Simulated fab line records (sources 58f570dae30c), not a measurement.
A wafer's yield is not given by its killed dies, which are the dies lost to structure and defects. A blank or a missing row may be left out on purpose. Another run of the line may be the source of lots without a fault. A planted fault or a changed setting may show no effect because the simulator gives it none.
What tool caused it? | flow berkeley cmos170 | 42 wafers from 14 lots sampled at 5 of the route's 331 steps

== WHAT EACH GAUGE READ, for each wafer ==
UCB170_NLDD_TW_MEAS_11.
lot  | measured     | on            | NLDD_TW
L530 | day 7 21:44  | film metro-01 | 2183 2191 2178
L529 | day 7 23:10  | film metro-01 | 2192 2200 2185
L533 | day 8 08:56  | film metro-04 | 2219 2224 2223
L531 | day 8 15:32  | film metro-01 | 2184 2179 2186
L535 | day 8 15:42  | film metro-04 | 2227 2226 2224
L534 | day 8 16:58  | film metro-01 | 2181 2180 2173
L536 | day 9 03:55  | film metro-04 | 2219 2222 2224
L537 | day 9 04:15  | film metro-01 | 2200 2206 2209
L539 | day 9 17:55  | film metro-04 | 2295 2299 2289
L542 | day 9 18:37  | film metro-01 | 2207 2192 2201
L540 | day 9 19:22  | film metro-04 | 2292 2298 2295
L547 | day 11 01:51 | film metro-01 | 2187 2184 2189
L550 | day 11 16:30 | film metro-03 | 2220 2222 2226
L548 | day 11 17:11 | film metro-04 | 2247 2250 2233

UCB170_SDANNEAL_RS_MEAS_05: uses a four-point probe to measure.
lot  | measured     | on            | NLDD_RS (ohm/sq)
L530 | day 8 10:54  | film metro-01 | 617.2 618.0 618.3
L529 | day 8 12:09  | film metro-04 | 616.9 616.5 615.9
L533 | day 8 20:33  | film metro-01 | 616.0 616.7 612.9
L531 | day 9 03:08  | film metro-01 | 616.5 616.5 615.6
L535 | day 9 04:05  | film metro-01 | 618.1 616.2 618.0
L534 | day 9 04:44  | film metro-01 | 615.3 617.7 616.9
L536 | day 9 18:49  | film metro-04 | 617.8 616.8 616.2
L537 | day 9 19:49  | film metro-01 | 617.1 616.0 617.6
L539 | day 10 05:13 | film metro-01 | 583.0 581.5 581.6
L542 | day 10 05:18 | film metro-04 | 616.7 616.7 618.5
L540 | day 10 05:47 | film metro-04 | 583.5 583.4 583.1
L547 | day 11 12:16 | film metro-01 | 615.6 615.9 614.9
L550 | day 12 05:16 | film metro-01 | 613.9 616.0 616.6
L548 | day 12 04:44 | film metro-04 | 618.3 616.9 615.9

UCB170_V2_CD_MEAS_90: target cd 700 nm.
lot  | measured     | on        | cd nm (nm)
L530 | day 9 06:41  | cd sem-02 | 700.4 700.9 699.7
L529 | day 9 09:30  | cd sem-02 | 700.2 700.7 700.9
L533 | day 9 17:19  | cd sem-01 | 699.9 700.2 702.9
L531 | day 10 02:44 | cd sem-01 | 702.4 701.1 701.9
L535 | day 10 02:10 | cd sem-01 | 698.4 701.3 697.9
L534 | day 10 02:47 | cd sem-02 | 702.5 701.5 701.2
L536 | day 10 12:18 | cd sem-01 | 699.8 700.5 701.5
L537 | day 10 17:07 | cd sem-02 | 700.0 700.1 698.9
L539 | day 10 23:42 | cd sem-01 | 701.5 701.7 702.6
L542 | day 11 04:53 | cd sem-02 | 701.5 700.5 700.1
L540 | day 11 04:37 | cd sem-01 | 697.8 700.7 697.9
L547 | day 12 07:33 | cd sem-02 | 702.5 701.2 701.6
L550 | day 13 03:16 | cd sem-02 | 700.5 701.7 701.4
L548 | day 13 02:13 | cd sem-01 | 701.9 701.9 702.5

UCB170_M3_RS_MEAS_02: uses a four-point probe to measure.
lot  | measured     | on            | M3_AL_RS (ohm/sq)
L530 | day 9 06:57  | film metro-01 | 0.0314 0.0318 0.0317
L529 | day 9 09:46  | film metro-04 | 0.0318 0.0319 0.0318
L533 | day 9 17:35  | film metro-04 | 0.0320 0.0317 0.0315
L531 | day 10 03:00 | film metro-04 | 0.0320 0.0318 0.0319
L535 | day 10 02:26 | film metro-01 | 0.0315 0.0316 0.0317
L534 | day 10 03:04 | film metro-01 | 0.0317 0.0316 0.0321
L536 | day 10 12:34 | film metro-01 | 0.0316 0.0319 0.0316
L537 | day 10 17:23 | film metro-04 | 0.0322 0.0322 0.0318
L539 | day 10 23:58 | film metro-04 | 0.0315 0.0314 0.0321
L542 | day 11 05:10 | film metro-01 | 0.0317 0.0317 0.0315
L540 | day 11 04:53 | film metro-03 | 0.0315 0.0313 0.0313
L547 | day 12 07:49 | film metro-03 | 0.0320 0.0320 0.0320
L550 | day 13 03:32 | film metro-01 | 0.0323 0.0321 0.0326
L548 | day 13 02:29 | film metro-03 | 0.0319 0.0317 0.0316

== EACH LOT AND THE TOOL THAT RAN IT (in order: tool; ch and the chambers of the sampled wafers; start) ==
lot  | UCB170_NLDD_IMPLANT_08
L530 | implanter-04 ch 0, day 7 21:20
L529 | implanter-02 ch 0, day 7 22:47
L533 | implanter-04 ch 0, day 8 08:32
L531 | implanter-04 ch 0, day 8 15:08
L535 | implanter-03 ch 0, day 8 15:18
L534 | implanter-04 ch 0, day 8 16:35
L536 | implanter-03 ch 0, day 9 03:31
L537 | implanter-04 ch 0, day 9 03:54
L539 | implanter-03 ch 0, day 9 17:32
L542 | implanter-04 ch 0, day 9 18:13
L540 | implanter-03 ch 0, day 9 18:57
L547 | implanter-04 ch 0, day 11 01:27
L550 | implanter-04 ch 0, day 11 16:07
L548 | implanter-02 ch 0, day 11 16:48
- UCB170_NLDD_IMPLANT_08

== WHAT THE TOOLS THEMSELVES READ (means of the sampled wafers that have a number; where no wafer has one, the mark that the record gives instead) ==
UCB170_NLDD_IMPLANT_08.
lot  | tool         | beam energy keV | faraday current uA | rotation deg (degrees)
L530 | implanter-04 | 30.000          | 160                | 0.009
L529 | implanter-02 | 30.002          | 158                | 0.017
L533 | implanter-04 | 29.994          | 159                | -0.019
L531 | implanter-04 | 29.992          | 156                | -0.002
L535 | implanter-03 | 29.993          | 161                | 0.009
L534 | implanter-04 | 29.996          | 160                | 0.018
L536 | implanter-03 | 30.009          | 155                | 0.016
L537 | implanter-04 | 30.001          | 161                | 0.012
L539 | implanter-03 | 36.588          | 159                | 0.006
L542 | implanter-04 | 29.992          | 158                | 0.024
L540 | implanter-03 | 36.585          | 160                | 0.014
L547 | implanter-04 | 30.000          | 160                | -0.015
L550 | implanter-04 | 29.997          | 157                | 0.013
L548 | implanter-02 | 30.000          | 159                | 0.012

== THE ANSWER, worked out from the rows above alone ==
Rule: what is usual is taken from the lots themselves. The widest of any qualifying gaps counts: lots, ordered by their means at a reading, are off when they make up no more than a third of the lots, leave a main group of 4 or more, and stand apart from it by 3 or more times the standard deviation of that group's means. Not used: any main group whose means are identical at the precision the tables above print for the reading. Also off: a lot with no number at a reading for which 4 or more lots have one. The other lots that the step has rows for count as sound. After the gauges, taken in route order, come the tools' own readings; for these a lot's mean is taken, as printed above. The first step at which some lot is off is used, and at that step the reading that is off furthest; a lot without a number counts as furthest.
Off: at UCB170_SDANNEAL_RS_MEAS_05 (NLDD_RS), L539, L540. For the main group the mean is 616.6 ohm/sq and the standard deviation 0.8.
If a tool, at a process step before that reading, ran all the lots that are off and no sound lot after the first of them, it fits. The gauges at UCB170_SDANNEAL_RS_MEAS_05 aren't tried: what is off there is off at UCB170_NLDD_IMPLANT_08 too, on other tools, and a gauge's error can't cause that. One candidate fits, namely implanter-03 at UCB170_NLDD_IMPLANT_08. Its last sound lot is L536 (day 9 03:31), its first lot that is off L539 (day 9 17:32): a fault that began between those two fits.
The tool's own readings at UCB170_NLDD_IMPLANT_08 bear it out: on the lots that are off they differ by more than 5 times the standard deviation of the sound lots' means. beam energy keV reads 36.587 there against 29.998 on the sound lots.

== WHAT THE SIMULATOR HAD INSERTED ==
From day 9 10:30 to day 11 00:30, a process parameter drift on implanter-03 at UCB170_NLDD_IMPLANT_08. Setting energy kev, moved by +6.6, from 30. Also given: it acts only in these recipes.
Lots struck among those shown: L539, L540. This agrees with what the rule above found.
